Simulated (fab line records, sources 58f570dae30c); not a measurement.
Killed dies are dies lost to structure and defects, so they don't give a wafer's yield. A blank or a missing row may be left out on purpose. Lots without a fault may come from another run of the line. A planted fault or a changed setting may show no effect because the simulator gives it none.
Which tool did it? | flow berkeley_cmos170 | 15 lots, 45 wafers sampled, at 1 step of a route of 331

WHAT THE GAUGES READ, wafer by wafer
The record holds no reading of a measuring or inspecting step that can be judged against a usual standard deviation.

WHICH TOOL RAN EACH LOT (tool, then ch and the chambers of the sampled wafers, then the start)
lot  | UCB170_M1_EXPOSE_06
L643 | krf_scanner-01 ch 0, day 6 09:50
L644 | krf_scanner-02 ch 0, day 6 22:52
L646 | krf_scanner-01 ch 0, day 7 11:39
L648 | krf_scanner-02 ch 0, day 7 12:05
L649 | krf_scanner-01 ch 0, day 7 12:20
L647 | krf_scanner-02 ch 0, day 7 13:02
L652 | krf_scanner-02 ch 0, day 8 22:38
L654 | krf_scanner-01, day 9 04:31
L653 | krf_scanner-01, day 9 06:21
L656 | krf_scanner-01 ch 0, day 9 06:31
L655 | krf_scanner-02, day 9 08:07
L657 | krf_scanner-02 ch 0, day 10 02:27
L660 | krf_scanner-02 ch 0, day 10 11:40
L663 | krf_scanner-01 ch 0, day 11 09:54
L666 | krf_scanner-02 ch 0, day 11 17:34
- UCB170_M1_EXPOSE_06: exposes mask METAL1, target cd 700 nm.

WHAT THE TOOLS THEMSELVES READ (means of the sampled wafers that have a number; where no wafer has one, the mark that the record gives instead)
UCB170_M1_EXPOSE_06.
lot  | tool           | exposure_dose_mJ_cm2 | focus_offset_nm (nm)
L643 | krf_scanner-01 | 21.004               | 0.3
L644 | krf_scanner-02 | 21.005               | -0.3
L646 | krf_scanner-01 | 21.013               | -0.1
L648 | krf_scanner-02 | 20.969               | -0.4
L649 | krf_scanner-01 | 21.022               | 0.6
L647 | krf_scanner-02 | 21.005               | -0.4
L652 | krf_scanner-02 | 21.004               | 0.7
L654 | krf_scanner-01 | -                    | -
L653 | krf_scanner-01 | -                    | -
L656 | krf_scanner-01 | 21.007               | -0.2
L655 | krf_scanner-02 | -                    | -
L657 | krf_scanner-02 | 21.016               | 0.4
L660 | krf_scanner-02 | 21.002               | 0.2
L663 | krf_scanner-01 | 20.990               | -0.1
L666 | krf_scanner-02 | 20.980               | -0.3

THE ANSWER, worked out from the rows above alone
Rule: what is usual is taken from the lots themselves. Put in order of their means at a reading, lots are off if they are a third of the lots or fewer, leave a main group of 4 or more, and stand apart from it by a gap of 3 or more times the standard deviation of the main group's means; of several such gaps the widest counts. A main group whose means are all the same, to the digits that the tables above print for the reading, isn't used. A lot without any number at a reading at which 4 lots or more have one is off too. The other lots that the step has rows for count as sound. The gauges are gone through in route order, then the tools' own readings, and for those a lot's mean is taken as printed above. The first step at which some lot is off is used, and at that step the reading that is off furthest; a lot without a number counts as furthest.
Off: L654, L653, L655, at UCB170_M1_EXPOSE_06 (exposure_dose_mJ_cm2). Without a number there: L654, L653, L655. The main group: mean 21.001, standard deviation 0.014.
A tool fits if, at that step or a process step before it, it ran every lot that is off, and no sound lot after the first of them. None of those tried fits.

WHAT THE SIMULATOR HAD PUT IN
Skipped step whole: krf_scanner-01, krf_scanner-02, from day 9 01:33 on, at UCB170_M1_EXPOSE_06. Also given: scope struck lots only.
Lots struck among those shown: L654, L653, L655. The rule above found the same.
